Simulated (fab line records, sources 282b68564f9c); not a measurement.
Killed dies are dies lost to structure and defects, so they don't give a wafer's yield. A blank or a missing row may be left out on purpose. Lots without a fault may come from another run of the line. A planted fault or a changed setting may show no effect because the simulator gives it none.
Which tool did it? | flow rit_cmos | 13 lots, 39 wafers sampled, at 3 steps of a route of 202

WHAT THE GAUGES READ, wafer by wafer
RIT_SILICIDE_RS_MEAS_02: measures by four-point-probe. Usual: SILICIDE_TI_RS 47.7 ohm/sq, standard deviation 0.56.
lot  | measured    | on            | SILICIDE_TI_RS (ohm/sq) | flag
L705 | day 3 09:13 | film_metro-02 | 48.8 48.6 48.9          |
L708 | day 4 01:14 | film_metro-02 | 47.8 48.2 47.4          |
L709 | day 4 04:02 | film_metro-02 | 48.8 48.0 48.5          |
L710 | day 4 09:04 | film_metro-03 | 48.2 47.7 47.2          |
L711 | day 4 12:43 | film_metro-01 | 48.1 48.1 47.8          |
L714 | day 5 05:35 | film_metro-02 | 48.0 48.5 47.5          |
L715 | day 5 09:22 | film_metro-03 | 47.8 47.3 47.7          |
L717 | day 5 23:17 | film_metro-02 | 47.8 47.3 48.1          |
L718 | day 6 07:43 | film_metro-01 | 46.8 47.2 47.1          |
L721 | day 6 18:39 | film_metro-03 | 48.0 43.7 47.7          |
L724 | day 7 12:16 | film_metro-03 | 47.6 47.5 47.8          |
L726 | day 8 00:10 | film_metro-01 | 47.9 47.2 47.3          |
L727 | day 8 11:43 | film_metro-03 | 46.7 47.5 47.1          |

RIT_SILICIDE_THK_MEAS_03: measures by xrf. Usual: SILICIDE_TI_THK 29.5 nm, standard deviation 0.31.
lot  | measured    | on            | SILICIDE_TI_THK (nm) | flag
L705 | day 3 09:20 | film_metro-02 | 29.0 29.2 29.1       |
L708 | day 4 01:21 | film_metro-02 | 29.4 29.1 29.4       |
L709 | day 4 04:10 | film_metro-02 | 28.8 29.3 29.1       |
L710 | day 4 09:11 | film_metro-03 | 29.0 29.5 29.7       |
L711 | day 4 12:50 | film_metro-01 | 29.4 29.2 29.5       |
L714 | day 5 05:43 | film_metro-02 | 29.5 29.2 29.7       |
L715 | day 5 09:29 | film_metro-03 | 29.4 29.6 29.3       |
L717 | day 5 23:23 | film_metro-02 | 29.5 29.9 29.5       |
L718 | day 6 07:50 | film_metro-01 | 30.0 29.8 29.9       |
L721 | day 6 18:45 | film_metro-03 | 29.1 31.3 29.2       |
L724 | day 7 12:23 | film_metro-03 | 29.4 29.5 29.4       |
L726 | day 8 00:17 | film_metro-01 | 29.6 29.6 29.8       |
L727 | day 8 11:50 | film_metro-03 | 29.8 29.5 29.5       |

WHICH TOOL RAN EACH LOT (tool, then ch and the chambers of the sampled wafers, then the start)
lot  | RIT_SILICIDE_SPUTTER_01
L705 | pvd_sputter-03, day 3 09:03
L708 | pvd_sputter-02, day 4 01:05
L709 | pvd_sputter-04, day 4 03:53
L710 | pvd_sputter-02, day 4 08:55
L711 | pvd_sputter-03, day 4 12:34
L714 | pvd_sputter-02, day 5 05:26
L715 | pvd_sputter-03, day 5 09:13
L717 | pvd_sputter-03, day 5 23:05
L718 | pvd_sputter-02, day 6 07:34
L721 | pvd_sputter-03, day 6 18:28
L724 | pvd_sputter-04, day 7 12:06
L726 | pvd_sputter-02, day 8 00:01
L727 | pvd_sputter-02, day 8 11:34
- RIT_SILICIDE_SPUTTER_01: material Ti, target thk 30 nm, time 240 s.

WHAT THE TOOLS THEMSELVES READ (means of the sampled wafers that have a number; where no wafer has one, the mark that the record gives instead)
RIT_SILICIDE_SPUTTER_01. Usual: cathode_dc_power_W 349.99 W, standard deviation 0.065; throttle_valve_pct 30.5 %, standard deviation 1.3.
lot  | tool           | cathode_dc_power_W (W) | throttle_valve_pct (%) | flag
L705 | pvd_sputter-03 | 350.01                 | 28.9                   |
L708 | pvd_sputter-02 | 349.95                 | 31.0                   |
L709 | pvd_sputter-04 | 349.94                 | 30.2                   |
L710 | pvd_sputter-02 | 349.97                 | 30.7                   |
L711 | pvd_sputter-03 | 349.98                 | 29.4                   |
L714 | pvd_sputter-02 | 350.06                 | 31.2                   |
L715 | pvd_sputter-03 | 349.94                 | 28.4                   |
L717 | pvd_sputter-03 | 350.02                 | 30.7                   |
L718 | pvd_sputter-02 | 350.04                 | 30.7                   |
L721 | pvd_sputter-03 | 359.19                 | 30.1                   | OFF
L724 | pvd_sputter-04 | 350.02                 | 31.3                   |
L726 | pvd_sputter-02 | 350.01                 | 31.5                   |
L727 | pvd_sputter-02 | 350.06                 | 30.6                   |

THE ANSWER, worked out from the rows above alone
Rule: a lot is off if the mean of its wafers that have a number lies more than 3 standard deviations from the usual mean. A lot without any number at a reading at which 4 lots or more have one is off too. The other lots that the step has rows for count as sound. The gauges are gone through in route order, then the tools' own readings, and for those a lot's mean is taken as printed above. The first step at which some lot is off is used, and at that step the reading that is off furthest; a lot without a number counts as furthest.
Off: L721, at RIT_SILICIDE_SPUTTER_01 (cathode_dc_power_W).
A tool fits if, at that step or a process step before it, it ran every lot that is off, and no sound lot after the first of them. One fits: pvd_sputter-03 at RIT_SILICIDE_SPUTTER_01. Its last sound lot is L717 (day 5 23:05), its first lot that is off L721 (day 6 18:28): a fault that began between those two fits.
The tool's own readings at RIT_SILICIDE_SPUTTER_01 bear it out: on the lots that are off they differ by more than 5 times the standard deviation of the sound lots' means. cathode_dc_power_W reads 359.19 W there against 350.00 W on the sound lots.

WHAT THE SIMULATOR HAD PUT IN
Process parameter drift: pvd_sputter-03, from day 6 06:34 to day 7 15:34, at RIT_SILICIDE_SPUTTER_01. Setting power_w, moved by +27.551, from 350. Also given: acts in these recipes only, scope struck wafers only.
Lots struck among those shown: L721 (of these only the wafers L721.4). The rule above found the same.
